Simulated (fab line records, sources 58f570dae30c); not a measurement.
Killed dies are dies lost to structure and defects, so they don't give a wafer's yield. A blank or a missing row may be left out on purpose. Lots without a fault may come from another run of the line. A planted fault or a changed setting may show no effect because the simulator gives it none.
Which tool did it? | flow berkeley_cmos170 | 14 lots, 42 wafers sampled, at 3 steps of a route of 331

WHAT THE GAUGES READ, wafer by wafer
UCB170_PVT_OVL_MEAS_06.
lot  | measured     | on         | PVT_OVL (nm)
L329 | day 7 13:44  | overlay-02 | 2 3 7
L330 | day 7 20:41  | overlay-01 | -1 1 -4
L335 | day 8 23:38  | overlay-01 | -3 -3 -2
L333 | day 8 23:55  | overlay-02 | 4 14 4
L340 | day 9 19:07  | overlay-01 | 7 13 10
L339 | day 9 19:25  | overlay-02 | 7 11 15
L342 | day 10 02:25 | overlay-02 | 9 0 -3
L344 | day 10 02:41 | overlay-02 | 2 4 8
L345 | day 10 16:38 | overlay-01 | -13 -10 -4
L348 | day 11 01:17 | overlay-01 | 9 13 13
L349 | day 11 01:31 | overlay-02 | 10 5 8
L350 | day 11 09:07 | overlay-01 | 4 4 0
L352 | day 11 23:07 | overlay-02 | 10 8 4
L351 | day 12 00:44 | overlay-02 | 11 8 6

UCB170_M1_CD_MEAS_09: target cd 700 nm.
lot  | measured     | on        | cd_nm (nm)
L329 | day 9 04:10  | cd_sem-01 | 700.3 701.7 700.5
L330 | day 9 10:54  | cd_sem-01 | 699.5 698.5 699.9
L335 | day 10 22:44 | cd_sem-01 | 699.3 701.2 702.1
L333 | day 11 01:34 | cd_sem-02 | 698.0 699.2 698.5
L340 | day 11 17:32 | cd_sem-02 | 700.0 700.3 701.1
L339 | day 11 17:19 | cd_sem-02 | 699.0 699.5 699.8
L342 | day 12 05:36 | cd_sem-01 | 700.5 701.2 699.0
L344 | day 12 02:38 | cd_sem-01 | 699.5 699.9 699.5
L345 | day 12 13:32 | cd_sem-02 | 700.7 702.1 700.8
L348 | day 12 17:20 | cd_sem-01 | 700.3 700.3 699.9
L349 | day 12 17:26 | cd_sem-02 | 699.8 699.8 700.2
L350 | day 13 12:30 | cd_sem-01 | 700.9 701.9 701.8
L352 | day 13 20:39 | cd_sem-01 | 702.1 703.0 703.5
L351 | day 13 17:49 | cd_sem-02 | 700.9 700.5 700.5

WHICH TOOL RAN EACH LOT (tool, then ch and the chambers of the sampled wafers, then the start)
lot  | UCB170_SILICIDE_PRE_CLEAN_00
L329 | pvd_sputter-02, day 8 20:31
L330 | pvd_sputter-02, day 9 05:03
L335 | pvd_sputter-03, day 10 15:07
L333 | pvd_sputter-03, day 10 16:05
L340 | pvd_sputter-03, day 11 06:52
L339 | pvd_sputter-01, day 11 06:52
L342 | pvd_sputter-02, day 11 18:11
L344 | pvd_sputter-01, day 11 17:22
L345 | pvd_sputter-02, day 12 04:03
L348 | pvd_sputter-03, day 12 06:57
L349 | pvd_sputter-01, day 12 07:53
L350 | pvd_sputter-03, day 12 23:58
L352 | pvd_sputter-01, day 13 12:59
L351 | pvd_sputter-02, day 13 09:44
- UCB170_SILICIDE_PRE_CLEAN_00: preclean etch time 60 s.

WHAT THE TOOLS THEMSELVES READ (means of the sampled wafers that have a number; where no wafer has one, the mark that the record gives instead)
The record holds no such reading with a usual standard deviation.

THE ANSWER, worked out from the rows above alone
Rule: what is usual is taken from the lots themselves. Put in order of their means at a reading, lots are off if they are a third of the lots or fewer, leave a main group of 4 or more, and stand apart from it by a gap of 3 or more times the standard deviation of the main group's means; of several such gaps the widest counts. A main group whose means are all the same, to the digits that the tables above print for the reading, isn't used. A lot without any number at a reading at which 4 lots or more have one is off too. The other lots that the step has rows for count as sound. The gauges are gone through in route order, then the tools' own readings, and for those a lot's mean is taken as printed above. The first step at which some lot is off is used, and at that step the reading that is off furthest; a lot without a number counts as furthest.
No lot is off at any reading shown: from this, nothing can be told.

WHAT THE SIMULATOR HAD PUT IN
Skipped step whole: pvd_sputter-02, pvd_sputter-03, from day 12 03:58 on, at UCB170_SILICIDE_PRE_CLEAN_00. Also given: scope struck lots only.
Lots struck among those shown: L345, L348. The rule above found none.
